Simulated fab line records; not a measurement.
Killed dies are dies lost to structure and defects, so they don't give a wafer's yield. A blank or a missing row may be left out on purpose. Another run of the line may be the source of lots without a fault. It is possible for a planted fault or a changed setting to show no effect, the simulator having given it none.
A struck lot beside a sound one	flow rit_cmos	20 steps out of a route of 202
Sound: these wafers, L252.1, L252.3, L252.4. Wafers struck: L258.1, L258.4, L258.6. The cause comes at the end.
Per side, at each step with rows, come the tool, then ch with its chambers, and then its first start. Under that, the readings that differ: sound wafers	struck wafers	difference of the means	sigmas: that difference in standard deviations of wafers without a fault.
alike: same words and numbers on both sides, and readings whose means sit less than 2 such deviations apart. not compared: any withheld reading, any reading some wafer has no value for, any bound like >300 that may hide the same value, and any number with overlapping values for which the record gives no deviation.
Wherever a step has rows on one side only, a row that says differs or no value, or a row with sigmas, the two part there. Numbers that don't overlap but have no deviation are shown without sigmas and don't part them. A reading that every wafer of one side lacks parts them only if that side has two wafers or more.

first, 2 steps without rows for these wafers: RIT_NWELL_HARDBAKE_07 (time 120 s); RIT_NWELL_IMPLANT_08.
RIT_NWELL_STRIP_09: strips in O2, time 180 s.
  sound on plasma_asher-02 ch 0,1, day 2 20:11; struck on plasma_asher-04 ch 0, day 3 22:44
  alike: drypump_motor_current_A
  not compared: rf_hours_counter_h
RIT_NWELL_TW_MEAS_10:
  sound: film_metro-03 at day 2 20:22; struck: film_metro-03 at day 3 22:55
  alike: NWELL_TW
then, 6 steps without rows for these wafers: RIT_PWELL_HMDS_00 (prime time 60 s); RIT_PWELL_COAT_01 (resist thk 1300 nm); RIT_PWELL_SOFTBAKE_02 (time 60 s); RIT_PWELL_EXPOSE_03 (exposes mask M3, target cd 43700 nm); RIT_PWELL_PEB_04; RIT_PWELL_DEVELOP_05 (develop time 68 s).
RIT_PWELL_OVL_MEAS_06:
  sound: overlay-01 at day 2 21:26; struck: overlay-01 at day 3 23:59
  alike: PWELL_OVL
then, 1 step without rows for these wafers: RIT_PWELL_HARDBAKE_07 (time 120 s).
RIT_PWELL_IMPLANT_08:
  sound on implanter-03 ch 0, day 2 21:43; struck on implanter-04 ch 0, day 4 00:16
reading	sound	struck	difference	sigmas
dose_ions_cm2	7.008e+13 6.995e+13 7.001e+13	7.555e+13 7.56e+13 7.545e+13	+5.520e+12	+74
faraday_current_uA	225 223 218	244 242 233	+18	+4
RIT_PWELL_STRIP_09: strips in O2, time 180 s.
  sound on plasma_asher-01 ch 0,1, day 2 21:52; struck on plasma_asher-02 ch 0, day 4 00:25
  alike: drypump_motor_current_A
  not compared: rf_hours_counter_h
RIT_PWELL_TW_MEAS_10:
  sound: film_metro-04 at day 2 22:02; struck: film_metro-04 at day 4 00:35
reading	sound	struck	difference	sigmas
PWELL_TW	962 957 955	991 991 986	+31	+5
then, 1 step without rows for these wafers: RIT_WELLDRIVE_ANNEAL_00 (time 14700 s).
RIT_WELLDRIVE_RS_MEAS_01: measures by four-point-probe.
  sound: film_metro-03 at day 3 04:31; struck: film_metro-01 at day 4 05:50
  alike: NWELL_RS
RIT_WELLDRIVE_RS_MEAS_02: measures by four-point-probe.
  sound: film_metro-03 at day 3 04:38; struck: film_metro-01 at day 4 05:58
reading	sound	struck	difference	sigmas
PWELL_RS (ohm/sq)	427.8 429.9 431.0	409.7 409.7 410.0	-19.8	-16
then, 1 step without rows for these wafers: RIT_NRETRO_HMDS_00 (prime time 60 s).
RIT_M1_PROBE_99:
  sound: prober-02 at day 4 09:41; struck: prober-02 at day 5 11:48
reading	sound	struck	difference	sigmas
model.etest.pwell_pinched.rs_ohm_sq	472.5 468.5 470	428 437.6 430.3	-38	
model.etest.pwell.rs_ohm_sq	418 414.9 418.9	395.1 391 392.6	-24.4	
model.etest.nmos_0p3.drive_ua_um	222.5 219 224.8	203.6 208.3 203.1	-17.1	
model.etest.diode_nplus_pwell.bv_v (V)	6.066 6.051 6.055	5.798 5.792 5.825	-0.252	
model.etest.nmos_0p3.bv_v (V)	5.554 5.582 5.541	5.446 5.428 5.466	-0.112	
  alike: killed_at_contacts, killed_at_front_end, killed_dies, killed_open, killed_short
  not compared: model.etest.well_edge_left.line_ohm_um, model.etest.well_edge_right.line_ohm_um, model.etest.field_n.vt_v

== WHERE THEY PART ==
Earliest at RIT_PWELL_IMPLANT_08; latest, in this record, at RIT_WELLDRIVE_RS_MEAS_02. Later steps at which nothing parts them and some readings are alike: RIT_M1_PROBE_99.

WHY: the cause the simulator had injected
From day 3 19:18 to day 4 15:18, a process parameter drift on implanter-04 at RIT_PWELL_IMPLANT_08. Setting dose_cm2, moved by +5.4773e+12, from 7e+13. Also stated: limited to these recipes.
